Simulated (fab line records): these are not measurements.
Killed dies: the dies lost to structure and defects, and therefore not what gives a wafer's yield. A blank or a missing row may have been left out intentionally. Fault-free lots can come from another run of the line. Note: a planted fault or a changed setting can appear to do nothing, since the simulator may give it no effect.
Matching of chambers    flow berkeleyCmos170    rieDiel-03 running UCB170_NWELL_ETCH_13: 4 sister chambers
The step etches Si3N4 in CH3F/Ar/O2, stops on SiO2, target depth 246.4 nm, time 154 s. 14 wafers are shown with their chamber, then 7 later ones without.

WAFERS PAIRED WITH THEIR CHAMBERS
wafer   chamber  drypumpMotorCurrentA (A)  throttleValvePct (%)  oesProductAu (a.u.)
L558.2  0        5.3                       7.77                  0.972
L558.5  1        5.9                       8.29                  0.958
L558.6  0        5.3                       7.76                  0.979
L559.1  3        5.2                       8.13                  0.946
L559.2  1        5.9                       8.30                  0.952
L559.5  3        5.2                       8.11                  0.942
L562.3  2        4.9                       7.86                  0.956
L562.4  1        5.9                       8.30                  0.942
L562.5  2        4.9                       7.88                  0.958
L564.1  0        5.3                       7.78                  0.962
L564.3  3        5.2                       8.13                  0.932
L564.4  2        4.9                       7.87                  0.945
L565.2  2        4.8                       7.88                  0.953
L565.4  1        5.9                       8.32                  0.957

SIGNATURES, as means of the wafers listed above
reading               chamber 0  chamber 1  chamber 2  chamber 3  scatter within a chamber
drypumpMotorCurrentA  5.300      5.900      4.875      5.200      0.0274
throttleValvePct      7.7700     8.3025     7.8725     8.1233     0.011
oesProductAu          0.97100    0.95225    0.95300    0.94000    0.00713
Rule: for each reading, subtract the chamber's mean from the wafer's reading, divide by that reading's scatter and square the result; add these up over the readings and take the root, which gives the wafer's distance from the chamber. The wafer belongs to the nearest chamber; if the next one is less than 2 further off, it can't be placed. The scatter: take each reading less its chamber's mean, square it, sum over the shown wafers, divide by the number of wafers less the number of chambers, and take the root.

WAFERS WITH NO CHAMBER GIVEN
wafer   drypumpMotorCurrentA (A)  throttleValvePct (%)  oesProductAu (a.u.)
L565.6  4.9                       7.87                  0.950
L567.2  5.9                       8.31                  0.949
L567.3  5.3                       7.78                  0.963
L567.5  4.8                       7.88                  0.950
L571.1  5.9                       8.29                  0.947
L571.2  5.1                       8.12                  0.943
L571.6  5.1                       8.12                  0.936

CHAMBER TAKEN BY EACH
wafer   from the rows above  in truth
L565.6  2                    2
L567.2  1                    1
L567.3  0                    0
L567.5  2                    2
L571.1  1                    1
L571.2  3                    3
L571.6  3                    3
Correct placement for 7 of the 7. Number that these rows cannot place: 0. Placed wrongly: 0.
